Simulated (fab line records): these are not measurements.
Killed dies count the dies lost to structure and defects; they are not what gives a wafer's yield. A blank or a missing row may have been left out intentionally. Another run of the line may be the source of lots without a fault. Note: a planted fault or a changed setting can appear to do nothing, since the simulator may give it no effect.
fab line records	flow rit-cmos
record lots=5	wafers=15	last-day=8
route steps=202 shown NLDD@110 PLDD@114 SPACER@125 NSD@131 PSD@142 M1@202
lots with no fault: from the same line, run without faults
start-h: hours from the record's first day to the start of the lot's first wafer shown	wait-h: how many hours have passed since the lot's step before this one	" as in the row above	L1.1+2: several wafers, shown together as one row	- value missing, or start not given	* or withheld: withheld	< > ~ a bound
route shown NAME@n: NAME is a module with steps in the file, n the number in the route of the first one	usual: the fault-free wafers' mean and standard deviation	same: alike in all rows	chamber/n: place in a boat	sites: each site's reading	_std_site: standard deviation of those values	_edge_site: outer sites' mean less inner sites'	radius-mm: how far each site lies from the wafer's centre	mask NAME#n: copy n	behind: tool/chamber where the wafer was last shaped	hold: the reason the lot was held/the length of the hold in hours/how it ended	device: transistor that didn't switch, given as n, p or np	end of line: the route-end tests of the same wafers	a step with no rows: only its recipe	killed: the dies lost at the first sort to structure and to defects; this is not the yield of the wafer	map: shows each die of a wafer: x if killed, . if not, _ if none is there
set.NAME: the setting the step ran with; set.NAME@STEP: the setting that earlier step ran with	model.NAME: the simulator's own value behind a step, which no gauge read
a table for each step, a row for each wafer; lots at some steps of the route
services: a tool's chamber out of use, with start hour (start-h, from the record's first day; less than 0 if before it), hours out, and reason
## steps
# step RIT_NLDD_HARDBAKE_07
# recipe resist=NOVOLAK	temp-c=140	time-s=60
# step RIT_NLDD_IMPLANT_08
# recipe species=P	energy-kev=20	dose-cm2=5e+14	tilt-deg=7
# step RIT_NLDD_STRIP_09
# recipe chemistry=O2	time-s=180	resist=NOVOLAK	platen-temp-c=withheld	power-w=500	pressure-mtorr=4000	o2-flow-sccm=4000
# usual drypump-motor-current-A=5.9/0.41	o2-flow-sccm=4000/12
lot.wafer	tool	chamber	start-h	wait-h	drypump-motor-current-A	o2-flow-sccm	rf-hours-counter-h
L967.1	plasma-asher-02	1	53.47	0.1	5.4	3995	43
L967.2	"	0	"	"	6.4	3990	43
L967.4	"	0	"	"	6.4	4001	-
L971.1	plasma-asher-01	0	74.38	0.1	5.7	4012	42
L971.2	"	1	"	"	5.3	3998	42
L971.6	"	1	"	"	5.3	3996	-
L976.1	plasma-asher-01	1	102.34	0.1	5.3	3980	45
L976.3	"	0	"	"	5.7	4002	-
L976.4	"	1	"	"	5.3	4008	-
L984.1	plasma-asher-01	1	152.81	0.1	5.2	3980	49
L984.5	"	1	"	"	5.3	3983	-
L984.6	"	0	"	"	5.7	4021	-
L987.2	plasma-asher-03	0	173.62	0.1	6.3	3994	50
L987.3	"	1	"	"	6.1	3989	-
L987.6	"	1	"	"	6.1	3984	-
# step RIT_NLDD_TW_MEAS_10
# usual NLDD_TW=2504/14
lot.wafer	tool	chamber	start-h	wait-h	NLDD_TW
L967.1	film-metro-04	-	53.65	0.1	2512
L967.2	"	-	"	"	2526
L967.4	"	-	"	"	2502
L971.1	film-metro-01	-	74.56	0.1	2499
L971.2	"	-	"	"	2491
L971.6	"	-	"	"	2494
L976.1	film-metro-01	-	102.51	0.1	2473
L976.3	"	-	"	"	2481
L976.4	"	-	"	"	2472
L984.1	film-metro-01	-	152.98	0.1	2484
L984.5	"	-	"	"	2501
L984.6	"	-	"	"	2493
L987.2	film-metro-01	-	173.81	0.1	2474
L987.3	"	-	"	"	2496
L987.6	"	-	"	"	2491
# step RIT_PLDD_HMDS_00
# recipe prime-time-s=60	prime-temp-c=140
# step RIT_PLDD_COAT_01
# recipe resist=NOVOLAK	spin-rpm=3250	resist-thk-nm=1000
# step RIT_PLDD_SOFTBAKE_02
# recipe resist=NOVOLAK	temp-c=90	time-s=60
# step RIT_PLDD_EXPOSE_03
# recipe mask-id=M8	na=0.57	target-cd-nm=40900	dose-mj=250
# step RIT_PLDD_PEB_04
# recipe resist=NOVOLAK	temp-c=withheld	time-s=withheld
# step RIT_PLDD_DEVELOP_05
# recipe resist=NOVOLAK	develop-time-s=50	dev-temp-c=23
# step RIT_PLDD_OVL_MEAS_06
# usual PLDD_OVL=0.4/1.6
lot.wafer	tool	chamber	start-h	wait-h	PLDD_OVL[nm]
L967.1	overlay-02	-	54.68	-	-0.5
L967.2	"	-	"	"	-1.0
L967.4	"	-	"	"	-0.9
L971.1	overlay-02	-	75.83	-	1.5
L971.2	"	-	"	"	1.3
L971.6	"	-	"	"	2.9
L976.1	overlay-01	-	103.42	-	2.2
L976.3	"	-	"	"	1.3
L976.4	"	-	"	"	1.8
L984.1	overlay-01	-	154.02	-	3.0
L984.5	"	-	"	"	1.6
L984.6	"	-	"	"	-2.0
L987.2	overlay-02	-	174.84	-	0.4
L987.3	"	-	"	"	0.7
L987.6	"	-	"	"	-0.3
# step RIT_PLDD_HARDBAKE_07
# recipe resist=NOVOLAK	temp-c=140	time-s=60
# step RIT_PLDD_IMPLANT_08
# recipe species=BF2	energy-kev=20	dose-cm2=8.893e+14	tilt-deg=7
# usual faraday-current-uA=2796/60
lot.wafer	tool	chamber	start-h	wait-h	faraday-current-uA
L967.1	implanter-01	0	54.87	0.1	2872
L967.2	"	0	"	"	2838
L967.4	"	0	"	"	2818
L971.1	implanter-01	0	76.01	0.1	2918
L971.2	"	0	"	"	2795
L971.6	"	0	"	"	2776
L976.1	implanter-01	0	103.61	0.1	2817
L976.3	"	0	"	"	2745
L976.4	"	0	"	"	2738
L984.1	implanter-01	0	154.21	0.1	2791
L984.5	"	0	"	"	2820
L984.6	"	0	"	"	2777
L987.2	implanter-03	0	175.04	0.1	2864
L987.3	"	0	"	"	2817
L987.6	"	0	"	"	2806
# step RIT_PLDD_STRIP_09
# recipe chemistry=O2	time-s=180	resist=NOVOLAK	platen-temp-c=withheld	power-w=500	pressure-mtorr=4000	o2-flow-sccm=4000
# usual drypump-motor-current-A=5.8/0.46	o2-flow-sccm=4001/11
lot.wafer	tool	chamber	start-h	wait-h	drypump-motor-current-A	o2-flow-sccm	rf-hours-counter-h
L967.1	plasma-asher-04	1	55.02	0.1	5.3	4008	28
L967.2	"	0	"	"	5.2	3998	28
L967.4	"	0	"	"	5.2	4002	-
L971.1	plasma-asher-03	1	76.16	0.1	6.1	4016	41
L971.2	"	0	"	"	6.2	4011	41
L971.6	"	1	"	"	6.1	3977	-
L976.1	plasma-asher-02	0	103.76	0.1	6.4	3998	48
L976.3	"	0	"	"	6.4	3998	-
L976.4	"	1	"	"	5.4	3992	-
L984.1	plasma-asher-04	0	154.36	0.1	5.2	3998	38
L984.5	"	0	"	"	5.2	3993	-
L984.6	"	1	"	"	5.4	4008	-
L987.2	plasma-asher-03	1	175.17	0.1	6.1	3988	50
L987.3	"	1	"	"	6.1	3995	-
L987.6	"	1	"	"	6.1	3986	-
# step RIT_PLDD_TW_MEAS_10
# usual PLDD_TW=2351/12
lot.wafer	tool	chamber	start-h	wait-h	PLDD_TW
L967.1	film-metro-04	-	55.19	0.1	2360
L967.2	"	-	"	"	2359
L967.4	"	-	"	"	2365
L971.1	film-metro-01	-	76.34	0.1	2342
L971.2	"	-	"	"	2338
L971.6	"	-	"	"	2348
L976.1	film-metro-01	-	103.93	0.1	2336
L976.3	"	-	"	"	2344
L976.4	"	-	"	"	2341
L984.1	film-metro-01	-	154.53	0.1	2163
L984.5	"	-	"	"	2143
L984.6	"	-	"	"	2335
L987.2	film-metro-04	-	175.35	0.1	2374
L987.3	"	-	"	"	2358
L987.6	"	-	"	"	2355
# step RIT_SPACER_CLEAN_00
# recipe chemistry=SC1	mix=3:3:50	time-s=600	temp-c=75
# step RIT_SPACER_CLEAN_01
# recipe chemistry=dHF	dilution=50:1	time-s=30
# step RIT_SPACER_CLEAN_02
# recipe chemistry=SC2	mix=3:3:50	time-s=600	temp-c=75	dry=n2-spin
# step RIT_SPACER_CVD_03
# recipe material=Si3N4	target-thk-nm=250	temp-c=810	precursor=SiH2Cl2/NH3	time-s=3300	pressure-mtorr=300	sih2cl2-flow-sccm=60	nh3-flow-sccm=150
# step RIT_SPACER_THK_MEAS_04
# recipe reads=Si3N4_of_SPACER_CVD_03
# usual SPACER_NITRIDE_THK=249.4/2.1
lot.wafer	tool	chamber	start-h	wait-h	SPACER_NITRIDE_THK[nm]
L967.1	film-metro-02	-	57.58	0.0	249.3
L967.2	"	-	"	"	247.5
L967.4	"	-	"	"	247.4
L971.1	film-metro-02	-	78.71	0.0	251.1
L971.2	"	-	"	"	253.8
L971.6	"	-	"	"	252.7
L976.1	film-metro-03	-	107.23	0.0	251.6
L976.3	"	-	"	"	253.0
L976.4	"	-	"	"	250.6
L984.1	film-metro-01	-	156.89	0.0	249.7
L984.5	"	-	"	"	248.3
L984.6	"	-	"	"	250.4
L987.2	film-metro-03	-	179.37	0.0	251.1
L987.3	"	-	"	"	251.0
L987.6	"	-	"	"	252.0
# step RIT_SPACER_ETCHBACK_05
# recipe target-depth-a=2500	SF6_flow_sccm=30	CHF3_flow_sccm=30	target=Si3N4	chemistry=SF6/CHF3	pressure-mtorr=40	rf-w=250	time-s=240	stop-on=SiO2
# usual drypump-motor-current-A=5.7/0.47	oes-product-au=0.845/0.014	throttle-valve-pct=10.29/0.14
lot.wafer	tool	chamber	start-h	wait-h	drypump-motor-current-A	oes-product-au	rf-hours-counter-h	throttle-valve-pct
L967.1	rie-diel-03	2	57.64	0.1	5.8	0.844	43	10.25
L967.2	"	1	"	"	5.5	0.855	1	10.16
L967.4	"	3	"	"	5.2	0.844	40	10.20
L971.1	rie-diel-03	3	78.77	0.1	5.3	0.846	41	10.21
L971.2	"	0	"	"	4.9	0.842	39	10.39
L971.6	"	0	"	"	4.9	0.843	-	10.37
L976.1	rie-diel-03	3	107.29	0.1	5.3	0.859	41	10.18
L976.3	"	1	"	"	5.5	0.872	2	10.17
L976.4	"	0	"	"	4.9	0.833	40	10.39
L984.1	rie-diel-03	0	156.95	0.1	4.9	0.831	41	10.37
L984.5	"	0	"	"	4.9	0.835	-	10.38
L984.6	"	3	"	"	5.2	0.848	-	10.18
L987.2	rie-diel-03	1	179.42	0.0	5.5	0.877	3	10.15
L987.3	"	3	"	"	5.3	0.858	43	10.19
L987.6	"	2	"	"	5.8	0.856	-	10.27
# step RIT_NSD_HMDS_00
# recipe prime-time-s=60	prime-temp-c=140
# step RIT_NSD_COAT_01
# recipe resist=NOVOLAK	spin-rpm=3250	resist-thk-nm=1000
# step RIT_NSD_SOFTBAKE_02
# recipe resist=NOVOLAK	temp-c=90	time-s=60
# step RIT_NSD_EXPOSE_03
# recipe mask-id=M9	na=0.57	target-cd-nm=40700	dose-mj=250
# step RIT_NSD_PEB_04
# recipe resist=NOVOLAK	temp-c=withheld	time-s=withheld
# step RIT_NSD_DEVELOP_05
# recipe resist=NOVOLAK	develop-time-s=50	dev-temp-c=23
# step RIT_NSD_OVL_MEAS_06
# usual NSD_OVL=0.7/1.2
lot.wafer	tool	chamber	start-h	wait-h	NSD_OVL[nm]
L967.1	overlay-01	-	58.71	-	1.1
L967.2	"	-	"	"	0.3
L967.4	"	-	"	"	1.7
L971.1	overlay-01	-	79.77	-	0.3
L971.2	"	-	"	"	1.3
L971.6	"	-	"	"	-1.6
L976.1	overlay-01	-	108.38	-	0.8
L976.3	"	-	"	"	0.4
L976.4	"	-	"	"	0.1
L984.1	overlay-01	-	158.08	-	-1.1
L984.5	"	-	"	"	-0.2
L984.6	"	-	"	"	-1.5
L987.2	overlay-02	-	181.08	-	2.0
L987.3	"	-	"	"	1.6
L987.6	"	-	"	"	-0.8
# step RIT_NSD_HARDBAKE_07
# recipe resist=NOVOLAK	temp-c=140	time-s=60
# step RIT_NSD_IMPLANT_08
# recipe species=P	energy-kev=25	dose-cm2=1e+15	tilt-deg=7
# step RIT_NSD_STRIP_09
# recipe chemistry=O2	time-s=180	resist=NOVOLAK	platen-temp-c=withheld	power-w=500	pressure-mtorr=4000	o2-flow-sccm=4000
# usual drypump-motor-current-A=5.5/0.32	o2-flow-sccm=3999/13
lot.wafer	tool	chamber	start-h	wait-h	drypump-motor-current-A	o2-flow-sccm	rf-hours-counter-h
L967.1	plasma-asher-04	1	59.04	0.1	5.4	3991	29
L967.2	"	0	"	"	5.2	4012	29
L967.4	"	0	"	"	5.2	3994	-
L971.1	plasma-asher-01	0	80.11	0.1	5.7	3997	42
L971.2	"	1	"	"	5.2	4016	42
L971.6	"	1	"	"	5.3	4006	-
L976.1	plasma-asher-04	1	108.72	0.1	5.4	3974	34
L976.3	"	1	"	"	5.4	3992	-
L976.4	"	0	"	"	5.2	4000	-
L984.1	plasma-asher-04	0	158.41	0.1	5.2	4023	38
L984.5	"	0	"	"	5.2	3999	-
L984.6	"	1	"	"	5.4	4049	-
L987.2	plasma-asher-04	0	181.60	0.1	5.2	3997	40
L987.3	"	0	"	"	5.2	4009	-
L987.6	"	1	"	"	5.4	3985	-
# step RIT_NSD_TW_MEAS_10
# usual NSD_TW=3135/17
lot.wafer	tool	chamber	start-h	wait-h	NSD_TW
L967.1	film-metro-01	-	59.22	0.1	3144
L967.2	"	-	"	"	3133
L967.4	"	-	"	"	3131
L971.1	film-metro-04	-	80.28	0.1	3155
L971.2	"	-	"	"	3148
L971.6	"	-	"	"	3140
L976.1	film-metro-01	-	108.90	0.1	3102
L976.3	"	-	"	"	3108
L976.4	"	-	"	"	3127
L984.1	film-metro-01	-	158.59	0.1	3123
L984.5	"	-	"	"	3127
L984.6	"	-	"	"	3128
L987.2	film-metro-04	-	181.78	0.1	3173
L987.3	"	-	"	"	3172
L987.6	"	-	"	"	3149
# step RIT_PSD_HMDS_00
# recipe prime-time-s=60	prime-temp-c=140
# step RIT_PSD_COAT_01
# recipe resist=NOVOLAK	spin-rpm=3250	resist-thk-nm=1000
# step RIT_PSD_SOFTBAKE_02
# recipe resist=NOVOLAK	temp-c=89.49	time-s=60
# step RIT_PSD_EXPOSE_03
# recipe mask-id=M10	na=0.57	target-cd-nm=40900	dose-mj=250
# step RIT_PSD_PEB_04
# recipe resist=NOVOLAK	temp-c=withheld	time-s=withheld
# step RIT_PSD_DEVELOP_05
# recipe resist=NOVOLAK	develop-time-s=48.93	dev-temp-c=23
# step RIT_PSD_OVL_MEAS_06
# usual PSD_OVL=0.7/1.4
lot.wafer	tool	chamber	start-h	wait-h	PSD_OVL[nm]
L967.1	overlay-02	-	60.25	-	0.5
L967.2	"	-	"	"	2.5
L967.4	"	-	"	"	3.4
L971.1	overlay-01	-	81.32	-	0.2
L971.2	"	-	"	"	0.4
L971.6	"	-	"	"	-2.0
L976.1	overlay-02	-	109.80	-	-0.7
L976.3	"	-	"	"	-0.8
L976.4	"	-	"	"	-1.5
L984.1	overlay-01	-	159.62	-	-2.0
L984.5	"	-	"	"	-2.0
L984.6	"	-	"	"	-2.9
L987.2	overlay-01	-	182.82	-	-0.8
L987.3	"	-	"	"	0.6
L987.6	"	-	"	"	1.0
# step RIT_PSD_HARDBAKE_07
# recipe resist=NOVOLAK	temp-c=140	time-s=60
# step RIT_PSD_IMPLANT_08
# recipe species=BF2	energy-kev=27	dose-cm2=5e+15	tilt-deg=7
# step RIT_PSD_STRIP_09
# recipe chemistry=O2	time-s=180	resist=NOVOLAK	platen-temp-c=withheld	power-w=500	pressure-mtorr=4000	o2-flow-sccm=4000
# usual drypump-motor-current-A=5.6/0.38	o2-flow-sccm=3999/13
lot.wafer	tool	chamber	start-h	wait-h	drypump-motor-current-A	o2-flow-sccm	rf-hours-counter-h
L967.1	plasma-asher-04	1	60.59	0.1	5.4	3993	29
L967.2	"	0	"	"	5.2	4008	29
L967.4	"	1	"	"	5.3	3993	-
L971.1	plasma-asher-01	1	81.65	0.1	5.3	3984	42
L971.2	"	0	"	"	5.7	3996	42
L971.6	"	0	"	"	5.7	4002	-
L976.1	plasma-asher-04	0	110.14	0.1	5.2	4006	34
L976.3	"	1	"	"	5.4	3978	-
L976.4	"	0	"	"	5.2	4008	-
L984.1	plasma-asher-03	0	159.96	0.1	6.3	3997	49
L984.5	"	0	"	"	6.3	4000	-
L984.6	"	1	"	"	6.1	4001	-
L987.2	plasma-asher-04	1	183.15	0.1	5.3	4002	40
L987.3	"	0	"	"	5.2	4008	-
L987.6	"	0	"	"	5.2	3998	-
# step RIT_SDANNEAL_RS_MEAS_06
# recipe thk-meas-gauge=four-point-probe
# usual PLDD_RS=179.6/0.41
lot.wafer	tool	chamber	start-h	wait-h	PLDD_RS[ohm/sq]
L967.1	film-metro-01	-	61.55	0.1	179.6
L967.2	"	-	"	"	179.4
L967.4	"	-	"	"	179.6
L971.1	film-metro-02	-	82.55	0.1	179.4
L971.2	"	-	"	"	180.1
L971.6	"	-	"	"	180.0
L976.1	film-metro-01	-	111.11	0.1	179.9
L976.3	"	-	"	"	179.4
L976.4	"	-	"	"	179.7
L984.1	film-metro-01	-	160.87	0.1	183.2
L984.5	"	-	"	"	183.6
L984.6	"	-	"	"	180.5
L987.2	film-metro-04	-	184.07	0.1	180.2
L987.3	"	-	"	"	180.4
L987.6	"	-	"	"	179.9
# step RIT_M1_PROBE_99
# usual killed-at-front-end=7/3.3	killed-dies=7/3.2	killed-on-rim=1.9/1.5	killed-open=3.6/2.2	killed-short=3.5/2
# same gross-dies=264	killed_at_M0_to_M3=0	killed_at_M4_up=0	killed-at-back-side=0	killed-at-contacts=0	killed-at-other=0
lot.wafer	tool	chamber	start-h	wait-h	killed-at-front-end	killed-dies	killed-on-rim	killed-open	killed-short	model.etest.pmos-turned.r-on-ohm-um	model.etest.pmos_0p15.r-on-ohm-um	model.etest.pmos_0p3.r-on-ohm-um	model.etest.pmos-turned.drive-ua-um	model.etest.pmos_0p15.drive-ua-um	model.etest.pmos-narrow.drive-ua-um	model.etest.pmos_0p3.drive-ua-um	model.etest.pmos_0p15.swing-mv-dec
L967.1	prober-02	-	68.93	0.1	15	15	4	7	8	3323	2665	6179	195.9	267.1	100.8	104	84.27
L967.2	prober-02	-	68.98	0.1	10	10	1	7	3	3410	2725	6349	191.3	261.5	97.02	99.55	84.65
L967.4	prober-02	-	69.08	0.2	13	13	3	3	10	3259	2607	6214	202.6	271.4	101.5	101.2	84.96
L971.1	prober-02	-	89.90	0.1	4	4	0	1	3	3415	2769	6465	192.2	254.6	96.86	97.43	84.96
L971.2	prober-02	-	89.95	0.1	8	8	4	6	2	3337	2720	6363	195.9	256.6	97.56	97.63	85.14
L971.6	prober-02	-	90.15	0.2	2	2	0	1	1	3290	2671	6231	199.7	262.3	100.4	101.2	84.67
L976.1	prober-01	-	118.25	0.1	2	2	1	1	1	3166	2585	6086	208.4	273.8	106.1	104.9	84.5
L976.3	prober-01	-	118.35	0.2	1	1	0	0	1	3244	2627	6191	202.6	268.1	104.7	102.1	84.81
L976.4	prober-01	-	118.40	0.2	7	7	1	3	4	3234	2642	6235	203.7	269.8	104.5	101.4	84.79
L984.1	prober-01	-	168.05	0.1	8	8	3	2	6	2456	2428	6014	294	296.2	104.1	105.2	86.07
L984.5	prober-01	-	168.25	0.2	5	5	1	0	5	2426	2424	5959	300.9	299.2	106.8	106.7	85.84
L984.6	prober-01	-	168.30	0.2	10	10	2	7	3	2761	2550	6039	258.9	283.2	104.3	105.8	85.28
L987.2	prober-02	-	191.39	0.1	8	8	1	5	3	3413	2753	6241	193.4	257.7	102.3	101.6	83.98
L987.3	prober-02	-	191.44	0.2	5	5	2	3	2	3553	2840	6292	182.7	248.9	100.2	101.1	83.76
L987.6	prober-02	-	191.59	0.2	6	6	2	3	3	3557	2860	6437	178.9	242.4	97.48	97.24	84.19
# killed by level:class
L967.1 SILICIDE:geometric-particle:open=4 REOX:geometric-particle:short=3 FOX1:geometric-particle:short=2 FOX2:geometric-particle:short=1 FOX2:geometric-particle:open=1 GATE:geometric-particle:open=1 GATE:geometric-particle:short=1 SPACER:geometric-particle:open=1
L967.2 GATE:geometric-particle:open=3 SILICIDE:geometric-particle:open=2 FOX1:geometric-particle:open=1 FOX1:geometric-particle:short=1 GATE:geometric-particle:short=1 SPACER:geometric-particle:open=1 SILICIDE:geometric-particle:short=1
L967.4 FOX1:geometric-particle:short=3 SILICIDE:geometric-particle:short=3 REOX:geometric-particle:short=2 SPACER:geometric-particle:short=2 GATE:geometric-particle:open=1 REOX:geometric-particle:open=1 SILICIDE:geometric-particle:open=1
L971.1 GATE:geometric-particle:short=3 GATE:geometric-particle:open=1
L971.2 GATE:geometric-particle:open=4 FOX2:geometric-particle:open=1 GATE:geometric-particle:short=1 REOX:geometric-particle:short=1 SPACER:geometric-particle:open=1
L971.6 SPACER:geometric-particle:short=1 SPACER:geometric-particle:open=1
L976.1 FOX1:geometric-particle:open=1 FOX2:geometric-particle:short=1
L976.3 REOX:geometric-particle:short=1
L976.4 GATE:geometric-particle:short=3 GATE:geometric-particle:open=2 FOX1:geometric-particle:short=1 FOX1:geometric-particle:open=1
L984.1 ACTIVE:geometric-particle:short=2 FOX1:geometric-particle:short=2 FOX1:geometric-particle:open=1 GATE:geometric-particle:short=1 GATE:geometric-particle:open=1 SPACER:geometric-particle:short=1
L984.5 GATE:geometric-particle:short=3 FOX2:geometric-particle:short=1 SILICIDE:geometric-particle:short=1
L984.6 GATE:geometric-particle:open=3 SPACER:geometric-particle:open=2 FOX1:geometric-particle:open=1 GATE:geometric-particle:short=1 SPACER:geometric-particle:short=1 SILICIDE:geometric-particle:open=1 SILICIDE:geometric-particle:short=1
L987.2 GATE:geometric-particle:open=5 GATE:geometric-particle:short=2 SILICIDE:geometric-particle:short=1
L987.3 FOX2:geometric-particle:short=2 REOX:geometric-particle:open=2 GATE:geometric-particle:open=1
L987.6 SPACER:geometric-particle:open=2 SPACER:geometric-particle:short=2 FOX1:geometric-particle:short=1 GATE:geometric-particle:open=1
## services
tool	chamber	start-h	hours	kind
rie-diel-03	1	32.00	3.4	repair
rie-diel-03	-	32.82	0.6	repair
plasma-asher-03	-	41.29	28.1	pm
implanter-03	-	50.78	3.0	pm
implanter-03	-	56.03	3.3	repair
plasma-asher-02	-	57.74	2.3	repair
implanter-03	-	65.24	1.3	repair
rie-diel-03	0	82.53	1.4	repair
plasma-asher-03	-	102.36	0.6	repair
plasma-asher-02	-	108.75	9.0	pm
plasma-asher-02	0	108.75	9.0	vent-cycle
plasma-asher-02	1	108.75	9.0	vent-cycle
plasma-asher-02	0	117.75	-	clean
plasma-asher-02	1	117.75	-	clean
plasma-asher-04	-	142.29	2.6	repair
rie-diel-03	-	182.46	1.1	repair
## key
first-sign step=RIT_PLDD_TW_MEAS_10	reading=PLDD_TW	direction=down	sigmas=11	usual=2351	struck=2214	wafers-moved=2
effect step=RIT_SDANNEAL_RS_MEAS_06	reading=PLDD_RS	direction=up	sigmas=7	usual=179.6	struck=182.4
model-effect step=RIT_M1_PROBE_99	value=etest.pmos-turned.r-on-ohm-um	without=3334	struck=2548
met-at RIT_PLDD_IMPLANT_08
struck-wafers L984.1,L984.5,L984.6
tester-left-out L984
onset-between 103.61 154.21
also-fits RIT_NLDD_STRIP_09:plasma-asher-01,RIT_PLDD_STRIP_09:plasma-asher-04
fault kind=process-parameter-drift	tool=implanter-01	chamber=-	onset-h=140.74	steps=RIT_PLDD_IMPLANT_08	channel=tilt-deg	offset=-5	spread-by-wafer=0.3	shape=step	end-h=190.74	acts-in=these-recipes-only	stated=7
# tester-left-out: of these lots the tester's yield and bins aren't shown, on N5 and GAA mostly nor the transistor test; their killed dies are dies lost to structure and defects alone, not to doping, threshold or leakage, so they don't give the yield
